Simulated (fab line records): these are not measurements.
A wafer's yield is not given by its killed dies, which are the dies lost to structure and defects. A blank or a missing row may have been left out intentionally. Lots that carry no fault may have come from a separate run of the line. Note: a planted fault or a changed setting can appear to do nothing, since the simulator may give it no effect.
Code-filled problem report in 8D (eight disciplines) form ; flow ritCmos ; the parts of the form that need people (team, actions taken, sign-off) are left out

## 1. WHAT WENT WRONG
At RIT_M1_CD_MEAS_90, cdNm averages 2580 nm over 6 wafers from 2 lots, while fault-free wafers read 2599 nm, standard deviation 3.4. That is -5.6 standard deviations from the usual mean.
The step: target cd 2600 nm.
First observed at day 6 21:25: wafer L265.1, on cdSem-01. At this step, 42 wafers from 14 lots have a number in the record. Rule for "out", or "out of limits": more than 4 standard deviations from the usual mean. All remaining wafers that have a number are taken as sound.

## 2. WHAT IT IS AND WHAT IT IS NOT
question;is;is not
which readings at this step;cdNm;-
which lots;L265, L267;L248, L249, L253, L254, L255, L256, L258, L259, L260, L262, L263, L271
which wafers of those lots;all that have a number;-
read on which gauges;cdSem-01;cdSem-02
when;from day 6 21:25;"up to then (33 sound wafers); but 3 sound wafers of L271 came after"

## 3. SUSPECTS, AND WHAT RULES EACH OUT
Counting: a tool at a process step up to the reading stays a suspect if it ran every lot that is out and no sound lot after the first of them.
- the gauge at RIT_M1_CD_MEAS_90: kept. All the wafers that are out were read on cdSem-01, and no step on other tools shows them out.
- rieMetal-03 at RIT_M1_METAL_ETCH_12 (etches Al in Cl2/BCl3, stops on SiO2, time 165 s, target depth 600 nm): kept. It ran every lot that is out, first L265 (day 6 20:43), and no sound lot after that; its last sound lot up to then is L263 (day 6 08:57).
After counting, rieMetal-03 at RIT_M1_METAL_ETCH_12 and cdSem-01 at RIT_M1_CD_MEAS_90 remain.

## 4. THE CAUSE (what the simulator had put in)
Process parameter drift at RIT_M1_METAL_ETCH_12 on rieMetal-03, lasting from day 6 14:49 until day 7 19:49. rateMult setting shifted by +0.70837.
Counting left 2 suspects, and this tool is among them.

## 5. THE CHAIN OF EFFECTS, in route order
Each row: a reading where the mean over the struck wafers with a number is more than 3 standard deviations away from the usual. Scope: only readings with a usual standard deviation given in the record; hours: median across lots of the time from each lot's start at the first step in this table that gives one to its start at this step; sigmas: change in usual standard deviations.
hours;step;reading;usual;on struck wafers;change;sigmas
0;RIT_M1_CD_MEAS_90;cdNm;2599 nm;2580;-19;-5.6

## 6. HOW IT WOULD HAVE BEEN CAUGHT EARLIER
The first out-of-limits reading at a measuring or inspecting step in this record came at day 6 21:25, 7 hours after the fault's start at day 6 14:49.
Of the tool readings at RIT_M1_METAL_ETCH_12 for which the record gives a usual standard deviation, none was out on any struck wafer, so an alarm limit of 4 standard deviations on them would not have fired.
Among the 2 lots that are out, L267 began RIT_M1_METAL_ETCH_12 on rieMetal-03 after day 6 21:25. Putting the tool on hold at that point would have spared it.
